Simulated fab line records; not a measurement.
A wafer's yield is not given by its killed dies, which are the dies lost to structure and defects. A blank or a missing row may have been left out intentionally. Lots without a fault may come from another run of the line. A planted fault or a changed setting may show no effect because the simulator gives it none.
Comparing a struck lot with a sound one    flow ritCmos    22 steps out of a route of 202
Sound: these wafers, L345.1, L345.3, L345.5. Wafers struck: L362.1, L362.2, L362.3. At the end, the cause is stated.
Each step with rows lists, per side, the tool, then ch with its chambers, then its first start. Under that, the readings that differ: sound wafers    struck wafers    difference of the means    sigmas: that difference in standard deviations of wafers without a fault.
alike: words and numbers the same on both sides, and readings whose means are apart by under 2 such deviations; not compared: readings that were withheld, readings missing a value for some wafer, numbers with overlapping values and no deviation given by the record, and bounds like >300 which may hide the same value.
Wherever a step has rows on one side only, a row that says differs or no value, or a row with sigmas, the two part there. Numbers that have no deviation but don't overlap get no sigmas and don't part them. Lack of a reading on every wafer of one side parts them only where that side has two or more wafers.

first, 2 steps without rows for these wafers: RIT_NSD_HARDBAKE_07 (time 60 s); RIT_NSD_IMPLANT_08.
RIT_NSD_STRIP_09: strips in O2, time 180 s.
  sound on plasmaAsher-03 ch 0, day 3 09:03; struck on plasmaAsher-03 ch 0,1, day 6 22:28
  alike: drypumpMotorCurrentA
  not compared: rfHoursCounterH
RIT_NSD_TW_MEAS_10:
  sound on filmMetro-02, day 3 09:13; struck on filmMetro-04, day 6 22:38
  alike: NSD_TW
then, 6 steps without rows for these wafers: RIT_PSD_HMDS_00 (prime time 60 s); RIT_PSD_COAT_01 (resist thk 992 nm); RIT_PSD_SOFTBAKE_02 (time 60 s); RIT_PSD_EXPOSE_03 (exposes mask M10, target cd 40900 nm); RIT_PSD_PEB_04; RIT_PSD_DEVELOP_05 (develop time 50 s).
RIT_PSD_OVL_MEAS_06:
  sound on overlay-02, day 3 10:16; struck on overlay-01, day 6 23:35
  alike: PSD_OVL
then, 1 step without rows for these wafers: RIT_PSD_HARDBAKE_07 (time 60 s).
RIT_PSD_IMPLANT_08:
  sound on implanter-01 ch 0, day 3 10:26; struck on implanter-01 ch 0, day 6 23:46
RIT_PSD_STRIP_09: strips in O2, time 180 s.
  sound on plasmaAsher-04 ch 0,1, day 3 10:35; struck on plasmaAsher-04 ch 0,1, day 6 23:55
  alike: drypumpMotorCurrentA
  not compared: rfHoursCounterH
RIT_PSD_TW_MEAS_10:
  sound on filmMetro-02, day 3 10:46; struck on filmMetro-04, day 7 00:06
  alike: PSD_TW
then, 3 steps without rows for these wafers: RIT_SDANNEAL_CLEAN_00 (cleans in SC1, time 600 s); RIT_SDANNEAL_CLEAN_01 (cleans in dHF, time 30 s); RIT_SDANNEAL_CLEAN_02 (cleans in SC2, time 600 s).
RIT_SDANNEAL_RTA_03: time 5 s.
  sound on rtpAnneal-01 ch 0, day 3 11:13; struck on rtpAnneal-02 ch 0, day 7 00:32
  alike: wafer_temp_C_max
RIT_SDANNEAL_RS_MEAS_04: the measuring method here is four-point-probe.
  sound on filmMetro-02, day 3 11:16; struck on filmMetro-03, day 7 00:36
reading          sound                 struck                difference  sigmas
PSD_RS (ohm/sq)  115.79 116.24 115.80  117.27 117.50 117.51  +1.48       +5
RIT_SDANNEAL_RS_MEAS_05: the measuring method here is four-point-probe.
  sound on filmMetro-02, day 3 11:23; struck on filmMetro-03, day 7 00:43
  alike: NSD_RS
RIT_M1_PROBE_99:
  sound on prober-01, day 3 18:39; struck on prober-01, day 7 15:38
reading                                   sound                       struck                     difference  sigmas
model.etest.pmos_0p15.driveUaUmRange      2.676 2.595 3.156           10.48 7.235 8.573          +5.95       
model.etest.contactPplus.endOhmUm         46.7 47.47 45.77            48.28 49.16 49.31          +2.27       
model.etest.diodePplusNwell.cjFfUm2Range  0.01901 0.02573 0.02696     0.05536 0.05597 0.04614    +0.02859    
model.etest.pmos_0p15.vtVRange            0.004445 0.007637 0.005176  0.01924 0.0188 0.01845     +0.01308    
model.etest.pmos_0p15.vtVRimLessCentre    0.002114 0.004023 0.001687  0.006284 0.007531 0.00778  +0.004590   
  alike: killedAtContacts, killedAtFrontEnd, killedDies, killedOnRim, killedOpen, killedShort
  not compared: model.etest.vpnp.gain

WHERE THEY PART
Within this record, at RIT_SDANNEAL_RS_MEAS_04 only. Later steps at which nothing parts them and some readings are alike: RIT_SDANNEAL_RS_MEAS_05, RIT_M1_PROBE_99.

WHY: whatever the simulator had introduced
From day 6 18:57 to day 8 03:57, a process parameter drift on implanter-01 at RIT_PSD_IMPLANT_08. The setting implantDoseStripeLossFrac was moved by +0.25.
